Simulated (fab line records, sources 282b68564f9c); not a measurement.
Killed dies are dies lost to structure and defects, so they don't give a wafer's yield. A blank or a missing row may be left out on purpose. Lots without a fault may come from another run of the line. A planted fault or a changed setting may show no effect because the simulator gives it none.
fab line records | flow rit_cmos
record lots=14 wafers=42 last_day=7
route steps=202 shown PSD@144 M1@202
lots that met no fault: from a run of the same line without faults
start_h: hours from the record's first day to the start of the lot's first wafer shown | wait_h: hours since the lot's step before | " the same as in the row above | L1.1+2: a row that stands for several wafers | - no value, or no start given | * or withheld: withheld | < > ~ a bound
route shown NAME@n: a module of which the file shows steps, and the number in the route of the first | usual: mean/standard deviation of fault-free wafers | same: alike in all rows | chamber/n: place in a boat | sites: the reading at each site | _std_site: their standard deviation | _edge_site: outer sites' mean less inner sites' | radius_mm: how far each site lies from the wafer's centre | mask NAME#n: copy n | behind: the tool/chamber that last shaped the wafer | hold: why the lot was held/for how many hours/how that ended | device: the transistor (n, p or np) that didn't switch | end of line: the same wafers' tests at the end of the route | a step without rows: its recipe alone | killed: dies lost to structure and defects at the first sort, not the wafer's yield | map: a wafer's dies, x killed, . not, _ none there
set.NAME: the setting as run; set.NAME@STEP: as run at that earlier step | model.NAME: the simulator's own value behind a step, which no gauge read
steps of the route over a sample of lots; a table a step, a row a wafer
## steps
# step RIT_PSD_SOFTBAKE_02
# recipe resist=NOVOLAK temp_c=90 time_s=60
# usual exhaust_pa=44.9/0.77 run_length_s=89.10/0.21
# columns lot.wafer tool chamber start_h wait_h exhaust_pa run_length_s
L291.3 litho_track-04 0 47.89 0.1 44.3 89.04
L291.4 " 0 " " 45.0 89.07
L291.5 " 0 " " 45.4 89.28
L294.1 litho_track-04 0 63.94 0.1 44.8 89.06
L294.2 " 0 " " 46.9 89.35
L294.5 " 0 " " 44.2 89.35
L296.1 litho_track-03 0 72.93 0.1 45.3 89.13
L296.2 " 0 " " 44.4 89.55
L296.4 " 0 " " 46.0 89.15
L297.2 litho_track-04 0 77.75 0.1 45.4 89.08
L297.3 " 0 " " 45.1 89.13
L297.6 " 0 " " 43.5 89.26
L298.2 litho_track-01 0 84.35 0.1 44.3 88.96
L298.5 " 0 " " 43.6 88.91
L298.6 " 0 " " 44.9 89.10
L299.3 litho_track-01 0 88.28 0.1 44.8 88.79
L299.4 " 0 " " 46.0 88.75
L299.5 " 0 " " 45.6 88.79
L300.1 litho_track-01 0 97.92 0.1 43.7 88.71
L300.5 " 0 " " 45.2 88.77
L300.6 " 0 " " 45.1 88.81
L301.1 litho_track-03 0 98.59 0.1 45.4 89.27
L301.2 " 0 " " 46.1 89.27
L301.4 " 0 " " 44.1 89.34
L302.2 litho_track-03 0 104.56 0.1 45.3 89.27
L302.5 " 0 " " 45.6 89.23
L302.6 " 0 " " 45.2 89.33
L305.4 litho_track-03 0 119.99 0.1 45.0 89.29
L305.5 " 0 " " 43.7 89.17
L305.6 " 0 " " 45.1 89.55
L304.2 litho_track-03 0 120.60 0.1 44.8 89.18
L304.3 " 0 " " 43.8 89.31
L304.4 " 0 " " 44.9 89.31
L310.1 litho_track-03 0 144.21 0.1 45.5 95.90
L310.4 " 0 " " 43.3 95.92
L310.6 " 0 " " 45.6 96.14
L312.1 litho_track-03 0 154.47 0.1 44.7 96.08
L312.5 " 0 " " 44.0 95.93
L312.6 " 0 " " 45.3 95.98
L314.4 litho_track-04 0 163.33 0.1 44.3 89.16
L314.5 " 0 " " 44.0 89.02
L314.6 " 0 " " 43.9 89.16
# step RIT_M1_PROBE_99
# usual killed_at_M0_to_M3=0.0/0.22 killed_at_contacts=0.0/0.18 killed_at_front_end=7/3.1 killed_dies=7/3.1 killed_open=3.2/2.1 killed_short=3.4/2
# same gross_dies=264 killed_at_M4_up=0 killed_at_back_side=0 killed_at_other=0
# columns lot.wafer tool chamber start_h wait_h killed_at_M0_to_M3 killed_at_contacts killed_at_front_end killed_dies killed_open killed_short
L297.2 prober-02 - 86.90 0.1 0 0 8 8 4 4
L297.3 prober-02 - 86.95 0.2 0 0 4 4 1 3
L297.6 prober-02 - 87.10 0.2 0 0 2 2 1 1
L299.3 prober-02 - 98.77 0.2 0 0 3 3 2 1
L299.4 prober-02 - 98.82 0.2 0 0 11 11 5 6
L299.5 prober-02 - 98.87 0.2 0 0 3 3 2 1
L300.1 prober-01 - 107.65 0.1 1 0 2 3 0 3
L300.5 prober-01 - 107.85 0.2 0 0 4 4 2 2
L300.6 prober-01 - 107.90 0.2 0 0 4 4 2 2
# killed by level:class
L297.2 FOX1:geometric_particle:short=1 FOX2:geometric_particle:open=1 FOX2:geometric_particle:short=1 GATE:geometric_particle:short=1 GATE:geometric_particle:open=1 SPACER:geometric_particle:open=1 SILICIDE:geometric_particle:short=1 SILICIDE:geometric_particle:open=1
L297.3 SPACER:geometric_particle:short=2 REOX:geometric_particle:short=1 SPACER:geometric_particle:open=1
L297.6 FOX1:geometric_particle:open=1 SPACER:geometric_particle:short=1
L299.3 FOX1:geometric_particle:short=1 FOX1:geometric_particle:open=1 GATE:geometric_particle:open=1
L299.4 GATE:geometric_particle:short=4 FOX2:geometric_particle:open=2 GATE:geometric_particle:open=2 SPACER:geometric_particle:short=2 SPACER:geometric_particle:open=1
L299.5 GATE:geometric_particle:open=2 REOX:geometric_particle:short=1
L300.1 FOX1:geometric_particle:short=1 FOX2:geometric_particle:short=1 M1:geometric_particle:short=1
L300.5 FOX1:geometric_particle:open=1 REOX:geometric_particle:open=1 FOX2:geometric_particle:short=1 REOX:geometric_particle:short=1
L300.6 GATE:geometric_particle:short=1 GATE:geometric_particle:open=1 REOX:geometric_particle:short=1 SILICIDE:geometric_particle:open=1
## key
first_sign step=RIT_PSD_SOFTBAKE_02 reading=run_length_s direction=up sigmas=33 usual=* struck=*
effect none on later readings
met_at RIT_PSD_SOFTBAKE_02
struck_lots L310,L312
tester_left_out L310,L312
onset_between 120.60 144.21
fault kind=process_parameter_drift tool=litho_track-03 chamber=- onset_h=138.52 steps=RIT_PSD_SOFTBAKE_02 channel=time_s offset=* shape=step end_h=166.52 acts_in=* stated=*
# tester_left_out: of these lots the tester's yield and bins aren't shown, on N5 and GAA mostly nor the transistor test; their killed dies are dies lost to structure and defects alone, not to doping, threshold or leakage, so they don't give the yield
